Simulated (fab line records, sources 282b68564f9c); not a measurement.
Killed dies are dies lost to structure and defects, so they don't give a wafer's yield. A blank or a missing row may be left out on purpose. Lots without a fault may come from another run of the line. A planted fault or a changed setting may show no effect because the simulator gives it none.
A struck lot beside a sound one | flow rit_cmos | 28 steps out of a route of 202
Sound: wafers L502.1, L502.2, L502.6. Struck: wafers L507.1, L507.5, L507.6. The cause comes at the end.
At each step with rows: each side's tool, then ch and its chambers, then its first start. Under that, the readings that differ: sound wafers | struck wafers | difference of the means | sigmas: that difference in standard deviations of wafers without a fault.
alike: readings whose means differ by less than 2 such deviations, and words and numbers that are the same on both sides. not compared: withheld readings, readings that some wafer has no value for, bounds like >300 that may hide the same value, and numbers for which the record gives no deviation and whose values overlap.
The two part at a step that has a row with sigmas, a row that says differs or no value, or rows on one side only. Numbers that don't overlap but have no deviation are shown without sigmas and don't part them. A reading that every wafer of one side lacks parts them only if that side has two wafers or more.

RIT_ACTIVE_BOW_MEAS_00:
  sound on film_metro-01, day 2 01:00; struck on film_metro-03, day 3 02:00
  alike: INCOMING_BOW
RIT_ACTIVE_OXIDATION_01: target thk 46.8 nm, ox time 3360 s.
  sound on furnace-01 ch 0, day 2 01:31; struck on furnace-04 ch 0, day 3 02:19
  reading                                       | sound                | struck               | difference | sigmas
  spike_tc_load_C (C)                           | 1026.3 1025.9 1026.2 | 1030.3 1031.8 1029.4 | +4.4       | +3
  model.SiO2_of_ACTIVE_OXIDATION_01.thk_nm (nm) | 45.46 46.09 45.28    | 49.31 50.18 49.38    | +4.01      |
  alike: zone_power_source_pct
RIT_ACTIVE_THK_MEAS_02:
  sound on film_metro-01, day 2 03:27; struck on film_metro-02, day 3 04:16
  reading               | sound          | struck         | difference | sigmas
  ACTIVE_OXIDE_THK (nm) | 45.5 46.1 45.3 | 49.3 50.2 49.4 | +4.0       | +5
then, 1 step without rows for these wafers: RIT_ACTIVE_CVD_03 (deposits Si3N4 from SiH2Cl2/NH3, target thk 150 nm, time 1500 s).
RIT_ACTIVE_THK_MEAS_04:
  sound on film_metro-01, day 2 04:56; struck on film_metro-02, day 3 05:44
  alike: ACTIVE_NITRIDE_THK
then, 6 steps without rows for these wafers: RIT_ACTIVE_HMDS_05 (prime time 60 s); RIT_ACTIVE_COAT_06 (resist thk 1000 nm); RIT_ACTIVE_SOFTBAKE_07 (time 60 s); RIT_ACTIVE_EXPOSE_08 (exposes mask M1, target cd 1400 nm); RIT_ACTIVE_PEB_09; RIT_ACTIVE_DEVELOP_10 (develop time 50 s).
RIT_ACTIVE_CD_MEAS_11: target cd 1400 nm.
  sound on cd_sem-01, day 2 05:59; struck on cd_sem-01, day 3 06:43
  alike: cd_nm
then, 1 step without rows for these wafers: RIT_ACTIVE_HARDBAKE_12 (time 60 s).
RIT_ACTIVE_ETCH_13: etches Si3N4 in SF6, stops on SiO2, time 210 s, target depth 210 nm.
  sound on rie_diel-01 ch 0,2, day 2 06:16; struck on rie_diel-01 ch 0,1,2, day 3 06:59
  alike: chamber_pressure_mTorr, drypump_motor_current_A, oes_product_au, throttle_valve_pct
  not compared: rf_hours_counter_h
RIT_ACTIVE_STRIP_14: strips in O2, time 180 s.
  sound on plasma_asher-04 ch 0,1, day 2 06:24; struck on plasma_asher-04 ch 0,1, day 3 07:07
  alike: chamber_pressure_mTorr, drypump_motor_current_A
  not compared: rf_hours_counter_h
RIT_ACTIVE_CD_MEAS_90: target cd 1400 nm.
  sound on cd_sem-02, day 2 06:34; struck on cd_sem-01, day 3 07:18
  alike: cd_nm
then, 4 steps without rows for these wafers: RIT_ACTIVE_CLEAN_15 (cleans in SC1, time 600 s); RIT_ACTIVE_CLEAN_16 (cleans in dHF, time 30 s); RIT_ACTIVE_CLEAN_17 (cleans in SC2, time 600 s); RIT_FOX1_OXIDATION_00 (target thk 350.7 nm, ox time 1130 s).
RIT_FOX1_THK_MEAS_01:
  sound on film_metro-01, day 2 08:53; struck on film_metro-04, day 3 10:55
  alike: FOX1_OXIDE_THK
then, 2 steps without rows for these wafers: RIT_FOX1_WET_ETCH_02 (etches SiO2 in BOE, target depth 350 nm, time 390 s); RIT_FOX2_OXIDATION_00 (target thk 350.7 nm, ox time 1130 s).
RIT_FOX2_THK_MEAS_01:
  sound on film_metro-04, day 2 10:22; struck on film_metro-04, day 3 12:25
  alike: FOX2_OXIDE_THK
then, 1 step without rows for these wafers: RIT_FOX2_CLEAN_02 (cleans in dHF, time 180 s).
RIT_FOX2_WET_ETCH_03: etches Si3N4 in H3PO4, target depth 195 nm, time 2801 s.
  sound on wet_bench-03 ch 3, day 2 10:29; struck on wet_bench-03 ch 0, day 3 12:32
  reading                                       | sound             | struck            | difference | sigmas
  model.SiO2_of_ACTIVE_OXIDATION_01.thk_nm (nm) | 40.11 40.27 39.57 | 43.25 44.47 43.76 | +3.84      |
RIT_FOX2_THK_MEAS_90:
  sound on film_metro-04, day 2 11:15; struck on film_metro-04, day 3 13:17
  alike: FIELD_OXIDE_LEFT_1_THK
RIT_M1_PROBE_99:
  sound on prober-01, day 4 01:57; struck on prober-01, day 5 07:02
  reading                        | sound          | struck         | difference | sigmas
  model.etest.nldd.width_nm (nm) | 3184 3186 3183 | 3171 3173 3167 | -14        |
  alike: killed_at_M0_to_M3, killed_at_contacts, killed_at_front_end, killed_dies, killed_on_rim, killed_open, killed_short
  not compared: model.etest.pldd.width_nm

WHERE THEY PART
First at RIT_ACTIVE_OXIDATION_01; last, within this record, at RIT_ACTIVE_THK_MEAS_02. Later steps at which nothing parts them and some readings are alike: RIT_ACTIVE_THK_MEAS_04, RIT_ACTIVE_CD_MEAS_11, RIT_ACTIVE_ETCH_13, RIT_ACTIVE_STRIP_14, RIT_ACTIVE_CD_MEAS_90, RIT_FOX1_THK_MEAS_01, RIT_FOX2_THK_MEAS_01, RIT_FOX2_THK_MEAS_90, RIT_M1_PROBE_99.

WHY: what the simulator had put in
Process parameter drift: furnace-04, from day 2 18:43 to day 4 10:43, at RIT_ACTIVE_OXIDATION_01. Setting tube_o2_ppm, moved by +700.
